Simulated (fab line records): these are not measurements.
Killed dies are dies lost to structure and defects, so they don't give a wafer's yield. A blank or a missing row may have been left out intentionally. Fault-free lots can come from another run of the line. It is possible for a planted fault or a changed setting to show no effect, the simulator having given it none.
2 desks looking at one fault -- flow rit cmos -- each desk holds nothing but its own numbers, with what lay behind them at the end

## METROLOGY DESK
What the gauges read for every lot (on any tool): the sampled wafers with a number, averaged. The brackets show how far a lot's mean lies from the usual mean; more than 4 standard deviations puts the lot out of limits, marked OUT.
Columns: A = NLDD_OVL at RIT_NLDD_OVL_MEAS_06, usual -1.0 nm; B = NLDD_TW at RIT_NLDD_TW_MEAS_10, usual 2489; C = PLDD_OVL at RIT_PLDD_OVL_MEAS_06, usual 0.7 nm
lot,first seen here,A,B,C
L432,day 3 01:22,-1.8,2516,1.1
L433,day 3 05:05,0.3,2489,0.8
L442,day 5 10:46,0.0,2473,-0.9
L443,day 5 16:03,-1.9,2462,0.7
L446,day 6 07:31,-1.0,2491,-1.8
L447,day 6 11:05,0.3,2496,1.8
L454,day 7 19:23,0.4,2470,-1.8
Result from this desk: across the 7 lots, nothing is out of limits.

## AT THE TOOL OWNER'S DESK: litho track-03
Per lot that ran on this tool, the mean of the sampled wafers carrying a number, from the tool's own readings at RIT_PLDD_SOFTBAKE_02 (time 60 s). The brackets show how far a lot's mean lies from the usual mean; more than 4 standard deviations puts the lot out of limits, marked OUT.
Columns: A = heater power total W at RIT_PLDD_SOFTBAKE_02, usual 34.56 W; B = plate temp C at RIT_PLDD_SOFTBAKE_02, usual 90.00 C
lot,first seen here,A,B
L442,day 5 11:40,34.64,90.02
L443,day 5 16:56,28.62 (-99 or more) OUT,78.81 (-99 or more) OUT
L446,day 6 08:28,28.60 (-99 or more) OUT,78.94 (-99 or more) OUT
L447,day 6 11:57,28.59 (-99 or more) OUT,78.83 (-99 or more) OUT
Finding of this desk: L443, L446, L447 out of limits; the first was L443 at day 5 16:56, on heater power total W at RIT_PLDD_SOFTBAKE_02. L442 stayed within limits.

## ALL TOGETHER
The tool owner's desk could have raised an alarm at day 5 16:56, on L443, L446, L447.
From the metrology desk's view, nothing was out of limits.
The metrology desk holds a record of L443, L446, L447, inside its limits.
The lots listed all ran RIT_PLDD_SOFTBAKE_02 on litho track-03.

## WHAT THE SIMULATOR HAD PUT IN
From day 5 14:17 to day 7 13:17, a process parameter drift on litho track-03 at RIT_PLDD_SOFTBAKE_02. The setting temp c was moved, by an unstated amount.
Struck lots among those shown: L443, L446, L447.
Each desk's first reading out of limits, in hours after the fault started: the tool owner's desk, 3.
